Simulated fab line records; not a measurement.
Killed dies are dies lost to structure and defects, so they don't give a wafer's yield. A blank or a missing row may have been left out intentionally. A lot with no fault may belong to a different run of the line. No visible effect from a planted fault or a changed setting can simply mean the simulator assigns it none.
A struck lot beside a sound one + flow rit cmos + 38 out of 202 route steps
Sound: the wafers L478.1, L478.3, L478.4. Wafers L495.1, L495.2, L495.5 were the ones struck. At the end, the cause is stated.
At each step with rows: each side's tool, then ch and its chambers, then its first start. Under that, the readings that differ: sound wafers + struck wafers + difference of the means + sigmas: that difference in standard deviations of wafers without a fault.
alike: readings whose means differ by less than 2 such deviations, and words and numbers that are the same on both sides. not compared: withheld readings, readings that some wafer has no value for, bounds like >300 that may hide the same value, and numbers for which the record gives no deviation and whose values overlap.
The two part at a step that has a row with sigmas, a row that says differs or no value, or rows on one side only. Numbers that have no deviation but don't overlap get no sigmas and don't part them. A reading missing from all wafers of one side parts the sides only when that side holds two or more wafers.

first, 3 steps without rows for these wafers: RIT_GATE_EXPOSE_13 (exposes mask M6, target cd 150 nm); RIT_GATE_PEB_14; RIT_GATE_DEVELOP_15 (develop time 50 s).
RIT_GATE_CD_MEAS_16: the cd target is 150 nm.
  sound on cd sem-01 at day 2 22:37; struck on cd sem-01 at day 6 17:36
  alike: cd nm
RIT_GATE_OVL_MEAS_17:
  sound on overlay-02 at day 2 22:44; struck on overlay-02 at day 6 17:43
  alike: GATE_OVL
then, 1 step without rows for these wafers: RIT_GATE_HARDBAKE_18 (time 60 s).
RIT_GATE_ETCH_19: etches poly-Si in SF6/CHF3/O2, stops on SiO2, time 165 s, target depth 312.5 nm.
  sound on rie si-01 ch 0,1,2, day 2 22:56; struck on rie si-01 ch 1,3, day 6 18:02
  alike: drypump motor current A, oes product au, throttle valve pct
  not compared: rf hours counter h
RIT_GATE_STRIP_20: strips in O2, time 180 s.
  sound on plasma asher-02 ch 0,1, day 2 23:02; struck on plasma asher-04 ch 0,1, day 6 18:08
  alike: drypump motor current A
  not compared: rf hours counter h
RIT_GATE_CD_MEAS_90: the cd target is 150 nm.
  sound on cd sem-02 at day 2 23:13; struck on cd sem-02 at day 6 18:19
  alike: cd nm
then, 3 steps without rows for these wafers: RIT_REOX_CLEAN_00 (cleans in SC1, time 600 s); RIT_REOX_CLEAN_01 (cleans in dHF, time 29.24 s); RIT_REOX_CLEAN_02 (cleans in SC2, time 600 s).
RIT_REOX_OXIDATION_03: target thk 25.2 nm, ox time 5580 s.
  sound on furnace-01 ch 0, day 3 00:16; struck on furnace-01 ch 0, day 6 18:55
| reading                                     | sound                | struck               | difference | sigmas      |
|---------------------------------------------|----------------------|----------------------|------------|-------------|
| spike tc centre C (C)                       | 900.8 901.4 900.2    | 876.4 875.2 875.5    | -25.1      | -17         |
| spike tc load C (C)                         | 926.3 929.0 927.9    | 902.1 901.3 899.1    | -26.9      | -24         |
| spike tc source C (C)                       | 924.1 926.2 922.4    | 898.3 898.3 898.4    | -25.9      | -19         |
| tube center temp C (C)                      | 900.03 899.98 899.92 | 874.89 875.01 875.05 | -24.99     | -99 or more |
| tube_center_temp_C_max                      | 902.3 901.9 902.1    | 877.0 876.9 878.8    | -24.5      | -55         |
| model.SiO2_of_REOX_OXIDATION_03.thk nm (nm) | 24.71 25.21 25.49    | 20.36 19.76 20.32    | -4.99      |             |
RIT_REOX_THK_MEAS_04:
  sound on film metro-02 at day 3 02:49; struck on film metro-04 at day 6 21:28
| reading             | sound          | struck         | difference | sigmas |
|---------------------|----------------|----------------|------------|--------|
| REOX_OXIDE_THK (nm) | 24.7 25.2 25.5 | 20.3 19.8 20.3 | -5.0       | -10    |
then, 6 steps without rows for these wafers: RIT_NLDD_HMDS_00 (prime time 60 s); RIT_NLDD_COAT_01 (resist thk 1000 nm); RIT_NLDD_SOFTBAKE_02 (time 60 s); RIT_NLDD_EXPOSE_03 (exposes mask M7, target cd 40700 nm); RIT_NLDD_PEB_04; RIT_NLDD_DEVELOP_05 (develop time 50 s).
RIT_NLDD_OVL_MEAS_06:
  sound on overlay-01 at day 3 03:51; struck on overlay-02 at day 6 22:23
  alike: NLDD_OVL
then, 2 steps without rows for these wafers: RIT_NLDD_HARDBAKE_07 (time 60 s); RIT_NLDD_IMPLANT_08.
RIT_NLDD_STRIP_09: strips in O2, time 180 s.
  sound on plasma asher-02 ch 0,1, day 3 04:14; struck on plasma asher-03 ch 0,1, day 6 22:43
  alike: drypump motor current A
  not compared: rf hours counter h
RIT_NLDD_TW_MEAS_10:
  sound on film metro-03 at day 3 04:24; struck on film metro-04 at day 6 22:53
  alike: NLDD_TW
then, 6 steps without rows for these wafers: RIT_PLDD_HMDS_00 (prime time 60 s); RIT_PLDD_COAT_01 (resist thk 1000 nm); RIT_PLDD_SOFTBAKE_02 (time 60 s); RIT_PLDD_EXPOSE_03 (exposes mask M8, target cd 40900 nm); RIT_PLDD_PEB_04; RIT_PLDD_DEVELOP_05 (develop time 50 s).
RIT_PLDD_OVL_MEAS_06:
  sound on overlay-02 at day 3 05:19; struck on overlay-02 at day 6 23:55
  alike: PLDD_OVL
then, 2 steps without rows for these wafers: RIT_PLDD_HARDBAKE_07 (time 60 s); RIT_PLDD_IMPLANT_08.
RIT_PLDD_STRIP_09: strips in O2, time 180 s.
  sound on plasma asher-02 ch 0,1, day 3 05:39; struck on plasma asher-04 ch 0,1, day 7 00:16
  alike: drypump motor current A
  not compared: rf hours counter h
RIT_PLDD_TW_MEAS_10:
  sound on film metro-02 at day 3 05:49; struck on film metro-03 at day 7 00:26
  alike: PLDD_TW
RIT_SPACER_CLEAN_00: cleans in SC1, time 600 s.
  sound on wet bench-04 ch 2, day 3 05:53; struck on wet bench-01 ch 0, day 7 00:29
| reading                                     | sound             | struck           | difference | sigmas |
|---------------------------------------------|-------------------|------------------|------------|--------|
| model.SiO2_of_REOX_OXIDATION_03.thk nm (nm) | 22.78 23.24 23.49 | 18.75 18.2 18.71 | -4.62      |        |
then, 1 step without rows for these wafers: RIT_SPACER_CLEAN_01 (cleans in dHF, time 30 s).

## WHERE THEY PART
First at RIT_REOX_OXIDATION_03; last, within this record, at RIT_REOX_THK_MEAS_04. Later steps at which nothing parts them and some readings are alike: RIT_NLDD_OVL_MEAS_06, RIT_NLDD_STRIP_09, RIT_NLDD_TW_MEAS_10, RIT_PLDD_OVL_MEAS_06, RIT_PLDD_STRIP_09, RIT_PLDD_TW_MEAS_10.

WHY: the cause the simulator had injected
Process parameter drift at RIT_REOX_OXIDATION_03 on furnace-01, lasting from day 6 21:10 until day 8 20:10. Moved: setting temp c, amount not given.
